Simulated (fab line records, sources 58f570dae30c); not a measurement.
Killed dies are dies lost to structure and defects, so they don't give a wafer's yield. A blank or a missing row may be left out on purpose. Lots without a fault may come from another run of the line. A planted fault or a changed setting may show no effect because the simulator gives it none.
Split-lot experiment | flow berkeley_cmos170 | 5 lots, 23 wafers read, on a route of 331 steps

THE SPLIT
At UCB170_START_OXIDATION_02 (target thk 20 nm, ox time 1800 s), the setting ox_time_s was moved away from the recipe's 1800 s on 15 of the 23 wafers read, by -6.6% to +8.0%. The other wafers ran this setting at the recipe's value.

The reading is taken at the split's own step.

THE READING
SiO2_of_START_OXIDATION_02.thk_nm (the simulator's own value, which no gauge read), in nm, at UCB170_START_OXIDATION_02 (target thk 20 nm, ox time 1800 s). The file gives no usual value for it. The 8 wafers here that ran the recipe average 19.72 nm, standard deviation 0.21 nm.

wafer  | tool, chamber at the split | ox_time_s as run, s | against the recipe | SiO2_of_START_OXIDATION_02.thk_nm, nm | against lot-mates on the recipe
L074.1 | furnace-01, 0              | 1800                | recipe             | 19.47                                 | -
L074.2 | furnace-01, 0              | 1800                | recipe             | 19.5                                  | -
L074.3 | furnace-01, 0              | 1800                | recipe             | 19.53                                 | -
L076.1 | -, -                       | 1892                | +5.1%              | 20.52                                 | no lot-mate on the recipe
L076.2 | -, -                       | 1892                | +5.1%              | 20.36                                 | no lot-mate on the recipe
L076.3 | -, -                       | 1892                | +5.1%              | 19.95                                 | no lot-mate on the recipe
L076.4 | -, -                       | 1892                | +5.1%              | 20.1                                  | no lot-mate on the recipe
L076.6 | -, -                       | 1892                | +5.1%              | 20.48                                 | no lot-mate on the recipe
L077.1 | -, -                       | 1682                | -6.6%              | 19.37                                 | no lot-mate on the recipe
L077.3 | -, -                       | 1682                | -6.6%              | 19.12                                 | no lot-mate on the recipe
L077.4 | -, -                       | 1682                | -6.6%              | 19.12                                 | no lot-mate on the recipe
L077.5 | -, -                       | 1682                | -6.6%              | 19.15                                 | no lot-mate on the recipe
L077.6 | -, -                       | 1682                | -6.6%              | 19.05                                 | no lot-mate on the recipe
L081.2 | -, -                       | 1800                | recipe             | 19.86                                 | -
L081.3 | -, -                       | 1800                | recipe             | 20.01                                 | -
L081.4 | -, -                       | 1800                | recipe             | 19.99                                 | -
L081.5 | -, -                       | 1800                | recipe             | 19.81                                 | -
L081.6 | -, -                       | 1800                | recipe             | 19.6                                  | -
L082.2 | -, -                       | 1944                | +8.0%              | 20.22                                 | no lot-mate on the recipe
L082.3 | -, -                       | 1944                | +8.0%              | 20.84                                 | no lot-mate on the recipe
L082.4 | -, -                       | 1944                | +8.0%              | 20.47                                 | no lot-mate on the recipe
L082.5 | -, -                       | 1944                | +8.0%              | 20.78                                 | no lot-mate on the recipe
L082.6 | -, -                       | 1944                | +8.0%              | 20.55                                 | no lot-mate on the recipe

THE FIT
A straight line over all 23 wafers: SiO2_of_START_OXIDATION_02.thk_nm changes by +0.098 nm for each +1% of ox_time_s; r = +0.93; the points scatter about the line by 0.21 nm.
Too few moved wafers have a lot-mate on the recipe to fit a line with each lot's own level taken away.

THE FILE'S OWN FIT
SiO2_of_START_OXIDATION_02.thk_nm changes by +0.098 nm for each +1% of ox_time_s, r = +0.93.
